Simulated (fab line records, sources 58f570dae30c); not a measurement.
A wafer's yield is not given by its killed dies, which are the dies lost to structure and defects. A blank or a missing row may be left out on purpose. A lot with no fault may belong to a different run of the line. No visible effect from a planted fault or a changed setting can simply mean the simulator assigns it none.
Which of the tools did it? -- flow berkeley-cmos170 -- Sampling: 14 lots, 42 wafers, 3 of 331 route steps

== WHAT THE GAUGES READ, wafer by wafer ==
UCB170_ACTIVE_CD_MEAS_90: the cd target is 1200 nm. Usual: 1200.3 nm for cd-nm, sd 1.6.
lot,measured,on,cd-nm (nm),flag
L946,day 4 21:01,cd-sem-01,1202.3 1200.3 1201.0,
L947,day 5 05:07,cd-sem-01,1202.7 1201.1 1202.6,
L948,day 5 19:20,cd-sem-01,1202.7 1202.0 1202.1,
L953,day 6 11:25,cd-sem-02,1199.8 1201.8 1200.1,
L954,day 6 11:09,cd-sem-01,1196.6 1197.1 1197.2,
L956,day 6 23:03,cd-sem-02,1199.8 1199.3 1198.9,
L962,day 8 19:35,cd-sem-02,1199.9 1199.2 1199.5,
L963,day 8 20:10,cd-sem-02,1200.1 1198.1 1199.3,
L964,day 8 20:06,cd-sem-01,1201.6 1199.7 1200.0,
L965,day 8 19:53,cd-sem-02,1198.8 1198.3 1199.2,
L966,day 9 03:59,cd-sem-02,1201.1 1199.8 1200.5,
L967,day 9 04:15,cd-sem-02,1198.3 1199.4 1198.1,
L968,day 9 21:14,cd-sem-02,1200.8 1201.8 1201.0,
L969,day 9 21:16,cd-sem-01,1202.3 1202.7 1201.3,

UCB170_SACOX_THK_MEAS_02. Usual: SACOX_OXIDE_THK 14.38 nm, standard deviation 0.28.
lot,measured,on,SACOX_OXIDE_THK (nm),flag
L946,day 6 01:52,film-metro-04,13.76 13.75 13.82,
L947,day 6 01:52,film-metro-03,14.39 14.13 14.04,
L948,day 6 15:44,film-metro-01,14.19 14.48 14.22,
L953,day 7 14:10,film-metro-03,14.33 14.51 14.54,
L954,day 7 14:09,film-metro-01,14.73 14.61 14.68,
L956,day 8 02:02,film-metro-03,14.54 14.47 14.54,
L962,day 9 19:04,film-metro-01,14.12 14.14 14.35,
L963,day 9 19:04,film-metro-04,14.74 14.63 14.60,
L964,day 9 19:04,film-metro-03,14.69 14.62 14.44,
L965,day 9 19:07,film-metro-01,14.57 14.52 14.63,
L966,day 10 04:18,film-metro-01,14.65 14.85 14.70,
L967,day 10 04:19,film-metro-03,14.64 14.54 14.39,
L968,day 10 23:35,film-metro-03,14.83 14.55 14.55,
L969,day 10 23:34,film-metro-04,14.31 14.04 14.31,

== TOOL THAT RAN EACH LOT (tool first, then ch and the chambers of the sampled wafers, then the start) ==
lot,UCB170_NWELL_OXIDATION_01
L946,"furnace-02 ch 0, day 1 22:38"
L947,"furnace-01 ch 0, day 2 06:05"
L948,"furnace-01 ch 0, day 2 13:02"
L953,"furnace-01 ch 0, day 3 16:46"
L954,"furnace-01 ch 0, day 3 16:46"
L956,"furnace-04 ch 0, day 4 03:46"
L962,"furnace-02 ch 0, day 5 16:10"
L963,"furnace-04 ch 0, day 5 22:50"
L964,"furnace-04 ch 0, day 5 22:50"
L965,"furnace-04 ch 0, day 5 22:50"
L966,"furnace-01 ch 0, day 6 07:51"
L967,"furnace-01 ch 0, day 6 07:51"
L968,"furnace-02 ch 0, day 6 14:31"
L969,"furnace-04 ch 0, day 6 21:19"
- UCB170_NWELL_OXIDATION_01: target thk 26.4 nm, ox time 1260 s.

== AS READ BY THE TOOLS THEMSELVES (means over the sampled wafers that have a number; for cases with no such wafer, the mark the record gives instead) ==
The record holds no such reading with a usual standard deviation.

== THE ANSWER, worked out from the rows above alone ==
Rule: lot off if the mean of its wafers having a number is beyond 3 standard deviations from the usual mean. Also off: a lot with no number at a reading for which 4 or more lots have one. Any other lot the step has rows for is counted as sound. After the gauges, taken in route order, come the tools' own readings; for these a lot's mean is taken, as printed above. The first step at which some lot is off is used, and at that step the reading that is off furthest; a lot without a number counts as furthest.
No lot is off on any of the readings shown, so nothing can be concluded from this.

== WHAT WAS PUT IN BY THE SIMULATOR ==
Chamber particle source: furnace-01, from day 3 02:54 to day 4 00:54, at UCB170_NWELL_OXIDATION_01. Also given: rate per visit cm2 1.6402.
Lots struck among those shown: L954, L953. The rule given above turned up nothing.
